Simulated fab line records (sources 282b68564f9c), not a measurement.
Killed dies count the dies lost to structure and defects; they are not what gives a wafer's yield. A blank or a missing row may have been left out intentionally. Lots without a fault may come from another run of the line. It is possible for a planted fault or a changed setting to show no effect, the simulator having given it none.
Lot-split experiment    flow rit cmos    5 lots, 23 wafers read, on a route of 202 steps

## ABOUT THE SPLIT
At RIT_PWELL_COAT_01 (resist thk 1300 nm), the setting resist thk nm was moved away from the recipe's 1300 nm on 8 of the 23 wafers read, by -4.7% to +2.8%. For the rest of the wafers, this setting stayed at what the recipe calls for.

## FROM THE SPLIT TO THE READING: what the file shows between them, 3 steps
- RIT_PWELL_SOFTBAKE_02: time 60 s
- RIT_PWELL_EXPOSE_03: exposes mask M3, target cd 43700 nm
- RIT_PWELL_DEVELOP_05: develop time 68 s

## THE READING
NOVOLAK_of_PWELL_COAT_01.thk nm (the simulator's own value, which no gauge read), in nm, at RIT_PWELL_HARDBAKE_07 (time 120 s). No usual value for it is given in the file. Across the 15 wafers here that went through the recipe, the average is 1137 nm and the standard deviation 4.3 nm.

wafer   tool, chamber at the split  resist thk nm as run, nm  against the recipe  NOVOLAK_of_PWELL_COAT_01.thk nm, nm  against lot-mates on the recipe
L074.1  litho track-03, 0           1337                      +2.8%               1174                                 +34
L074.2  litho track-03, 0           1337                      +2.8%               1175                                 +36
L074.3  litho track-03, 0           1337                      +2.8%               1180                                 +40
L074.4  litho track-03, 0           1300                      recipe              1140                                 -
L074.6  litho track-03, 0           1300                      recipe              1139                                 -
L079.1  litho track-04, 0           1300                      recipe              1130                                 -
L079.2  litho track-04, 0           1300                      recipe              1131                                 -
L079.3  litho track-04, 0           1300                      recipe              1129                                 -
L080.1  litho track-01, 0           1300                      recipe              1141                                 -
L080.6  litho track-01, 0           1300                      recipe              1141                                 -
L080.2  litho track-01, 0           1300                      recipe              1143                                 -
L080.3  litho track-01, 0           1300                      recipe              1139                                 -
L080.4  litho track-01, 0           1300                      recipe              1142                                 -
L081.2  litho track-04, 0           1241                      -4.5%               1085                                 -50
L081.3  litho track-04, 0           1300                      recipe              1135                                 -
L081.4  litho track-04, 0           1300                      recipe              1136                                 -
L081.5  litho track-04, 0           1241                      -4.5%               1084                                 -51
L081.6  litho track-04, 0           1300                      recipe              1134                                 -
L082.1  litho track-03, 0           1239                      -4.7%               1079                                 -56
L082.2  litho track-03, 0           1239                      -4.7%               1080                                 -54
L082.4  litho track-03, 0           1239                      -4.7%               1084                                 -50
L082.5  litho track-03, 0           1300                      recipe              1135                                 -
L082.6  litho track-03, 0           1300                      recipe              1134                                 -

FIT RESULTS
A straight line over all 23 wafers: NOVOLAK_of_PWELL_COAT_01.thk nm changes by +12.3 nm for each +1% of resist thk nm; r = +0.99; the points scatter about the line by 4.3 nm.
The same after taking each lot's own level away (the mean of its wafers on the recipe; 23 wafers): +11.7 nm for each +1%; r = +1.00; scatter 2.1 nm.
The reading moves by 55 nm for the largest change in resist thk nm, on that fit.
Measured against the standard deviation above, the lots' own levels, which go from 1130.0 to 1141.2 nm, span 2.6 times it.
The two slopes are in agreement: the lot-to-lot level therefore moves the slope only a little.
Check: with one of the wafers moved furthest among these (-4.7%) left out of the fit, the line predicts -53.7 nm for it against its lot-mates. It came out at -55.5 nm against them.

## OTHER SPLITS ON THESE WAFERS
These wafers also went through other splits before the reading. Each is held against what the fit with the lots' levels taken away leaves over:
other split on the same wafers     wafers away from the commonest value  r with NOVOLAK_of_PWELL_COAT_01.thk nm (lot level and that fit taken away)
RIT_ACTIVE_CVD_03 time s           18                                    -0.21
RIT_ACTIVE_ETCH_13 over etch frac  9                                     -0.25

## THE WHOLE CHAIN: every reading that the file lists as answering this split, in the file's order
step                   what it does        reading                                                                           change (the file's fit)               r (the file's)
RIT_PWELL_COAT_01      resist thk 1300 nm  NOVOLAK_of_PWELL_COAT_01.thk nm (the simulator's own value, which no gauge read)  +13.4 nm for each +1% of the setting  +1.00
RIT_PWELL_HARDBAKE_07  time 120 s          NOVOLAK_of_PWELL_COAT_01.thk nm (the simulator's own value, which no gauge read)  +11.6 nm for each +1% of the setting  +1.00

## THE FILE'S OWN FIT
NOVOLAK_of_PWELL_COAT_01.thk nm changes by +11.6 nm for each +1% of resist thk nm, r = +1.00.
